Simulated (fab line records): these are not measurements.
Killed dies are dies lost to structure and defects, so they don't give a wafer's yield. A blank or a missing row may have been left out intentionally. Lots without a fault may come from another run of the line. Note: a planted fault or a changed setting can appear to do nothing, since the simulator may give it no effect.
One fault through the eyes of 2 desks :: flow berkeleyCmos170 :: each desk has only its own numbers; what lay behind them comes last

## DESK OF THE TOOL OWNER: rieSi-01
The tool's own readings at UCB170_GATE_ETCH_15 (etches poly-Si in HBr/Cl2, stops on SiO2, time 56.3 s, target depth 278.2 nm): means of the sampled wafers that have a number, for each lot that ran on this tool. If a lot's mean is further than 4 standard deviations from the usual mean, the lot is out of limits and carries the mark OUT (the distance appears in the brackets).
Columns: A = chamberPressureMTorr at UCB170_GATE_ETCH_15, usual 15.002 mTorr; B = drypumpMotorCurrentA at UCB170_GATE_ETCH_15, usual 5.9 A; C = oesProductAu at UCB170_GATE_ETCH_15, usual 0.824 a.u.; D = throttleValvePct at UCB170_GATE_ETCH_15, usual 26.52 %
lot: L445
first seen here: day 8 10:41
A: 14.999
B: 6.0
C: 0.822
D: 26.61

lot: L446
first seen here: day 8 20:55
A: 14.997
B: 5.8
C: 0.815
D: 26.61

lot: L460
first seen here: day 11 14:42
A: 14.997
B: 5.9
C: 0.831
D: 26.56
This desk's verdict: no lot among the 3 shows anything out of limits.

## METROLOGY DESK
Means of the sampled wafers that have a number, per lot and without regard to the tool the lot ran on: this is what the gauges read. If a lot's mean is further than 4 standard deviations from the usual mean, the lot is out of limits and carries the mark OUT (the distance appears in the brackets).
Columns: A = GATE_POLY_THK at UCB170_GATE_THK_MEAS_05, usual 213.7 nm; B = cdNm at UCB170_GATE_CD_MEAS_12, usual 350.3 nm; C = GATE_OVL at UCB170_GATE_OVL_MEAS_13, usual 1 nm
lot: L438
first seen here: day 6 21:52
A: 216.1
B: 351.3
C: 9

lot: L445
first seen here: day 8 09:20
A: 212.2
B: 348.5
C: 1

lot: L446
first seen here: day 8 19:16
A: 213.6
B: 349.8
C: 1

lot: L456
first seen here: day 10 13:32
A: 213.9
B: 350.6
C: -1

lot: L459
first seen here: day 11 12:34
A: 212.6
B: 351.7
C: -1

lot: L460
first seen here: day 11 12:37
A: 218.0
B: 349.5
C: -0
This desk's verdict: no lot among the 6 shows anything out of limits.

## PUT TOGETHER
The tool owner's desk saw nothing out of limits.
The metrology desk saw nothing out of limits.

## WHAT WAS PUT IN BY THE SIMULATOR
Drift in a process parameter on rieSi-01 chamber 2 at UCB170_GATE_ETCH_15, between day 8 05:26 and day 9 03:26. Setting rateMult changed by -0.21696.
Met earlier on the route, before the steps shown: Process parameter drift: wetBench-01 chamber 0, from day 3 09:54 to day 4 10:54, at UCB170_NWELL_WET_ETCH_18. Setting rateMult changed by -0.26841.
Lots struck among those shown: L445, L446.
